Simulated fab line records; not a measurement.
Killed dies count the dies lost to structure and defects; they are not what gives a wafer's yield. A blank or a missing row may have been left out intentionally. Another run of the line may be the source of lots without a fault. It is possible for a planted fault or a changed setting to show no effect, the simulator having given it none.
What tool caused it? / flow berkeley_cmos170 / 15 lots (45 wafers sampled), 1 step of a 331-step route

WHAT EACH GAUGE READ, for each wafer
The record holds no reading of a measuring or inspecting step that can be judged against a usual standard deviation.

WHICH TOOL RAN EACH LOT (tool, then ch and the chambers of the sampled wafers, then the start)
lot=L560; UCB170_NWELL_OXIDATION_01=furnace-04 ch 0, day 1 21:38
lot=L561; UCB170_NWELL_OXIDATION_01=furnace-01 ch 0, day 2 00:26
lot=L562; UCB170_NWELL_OXIDATION_01=furnace-03 ch 0, day 2 04:29
lot=L564; UCB170_NWELL_OXIDATION_01=furnace-01 ch 0, day 2 15:42
lot=L567; UCB170_NWELL_OXIDATION_01=furnace-04 ch 0, day 3 06:49
lot=L568; UCB170_NWELL_OXIDATION_01=furnace-03 ch 0, day 3 13:47
lot=L571; UCB170_NWELL_OXIDATION_01=furnace-03 ch 0, day 4 03:44
lot=L572; UCB170_NWELL_OXIDATION_01=furnace-04, day 4 08:28
lot=L573; UCB170_NWELL_OXIDATION_01=furnace-04, day 4 15:14
lot=L574; UCB170_NWELL_OXIDATION_01=furnace-04, day 4 22:25
lot=L577; UCB170_NWELL_OXIDATION_01=furnace-03 ch 0, day 5 12:06
lot=L578; UCB170_NWELL_OXIDATION_01=furnace-03 ch 0, day 5 17:42
lot=L579; UCB170_NWELL_OXIDATION_01=furnace-03 ch 0, day 5 17:42
lot=L581; UCB170_NWELL_OXIDATION_01=furnace-04 ch 0, day 6 05:50
lot=L583; UCB170_NWELL_OXIDATION_01=furnace-04 ch 0, day 6 19:20
- UCB170_NWELL_OXIDATION_01: target thk 26.4 nm, ox time 1260 s.

WHAT THE TOOLS THEMSELVES READ (means of the sampled wafers that have a number; where no wafer has one, the mark that the record gives instead)
UCB170_NWELL_OXIDATION_01. Usual: ox_temp_c 1000.1 C, standard deviation 0.5; ox_temp_c_max 1006.2, standard deviation 1.5.
lot=L560; tool=furnace-04; ox_temp_c (C)=999.9; ox_temp_c_max=1005.7; flag=
lot=L561; tool=furnace-01; ox_temp_c (C)=999.9; ox_temp_c_max=1006.8; flag=
lot=L562; tool=furnace-03; ox_temp_c (C)=999.9; ox_temp_c_max=1004.5; flag=
lot=L564; tool=furnace-01; ox_temp_c (C)=1001.5; ox_temp_c_max=1008.0; flag=
lot=L567; tool=furnace-04; ox_temp_c (C)=1000.0; ox_temp_c_max=1007.2; flag=
lot=L568; tool=furnace-03; ox_temp_c (C)=1000.5; ox_temp_c_max=1004.6; flag=
lot=L571; tool=furnace-03; ox_temp_c (C)=1000.1; ox_temp_c_max=1005.4; flag=
lot=L572; tool=furnace-04; ox_temp_c (C)=-; ox_temp_c_max=-; flag=OFF
lot=L573; tool=furnace-04; ox_temp_c (C)=-; ox_temp_c_max=-; flag=OFF
lot=L574; tool=furnace-04; ox_temp_c (C)=-; ox_temp_c_max=-; flag=OFF
lot=L577; tool=furnace-03; ox_temp_c (C)=999.9; ox_temp_c_max=1004.5; flag=
lot=L578; tool=furnace-03; ox_temp_c (C)=1000.5; ox_temp_c_max=1005.1; flag=
lot=L579; tool=furnace-03; ox_temp_c (C)=999.9; ox_temp_c_max=1005.6; flag=
lot=L581; tool=furnace-04; ox_temp_c (C)=1000.5; ox_temp_c_max=1006.9; flag=
lot=L583; tool=furnace-04; ox_temp_c (C)=1000.1; ox_temp_c_max=1007.0; flag=

THE ANSWER, worked out from the rows above alone
Rule: take the mean of a lot's wafers that have a number; if it is more than 3 standard deviations from the usual mean, the lot is off. Also off: a lot with no number at a reading for which 4 or more lots have one. All remaining lots with rows at the step are treated as sound. First the gauges in route order, then the tools' own readings, where a lot's mean is used as printed above. At the first step where some lot is off, the reading lying furthest off is the one used; lots without a number count as furthest.
Off: L572, L573, L574, at UCB170_NWELL_OXIDATION_01 (ox_temp_c). Without a number there: L572, L573, L574.
A tool fits if, at that step or a process step before it, it ran every lot that is off, and no sound lot after the first of them. Of those tried, none fits.

WHAT THE SIMULATOR HAD PUT IN
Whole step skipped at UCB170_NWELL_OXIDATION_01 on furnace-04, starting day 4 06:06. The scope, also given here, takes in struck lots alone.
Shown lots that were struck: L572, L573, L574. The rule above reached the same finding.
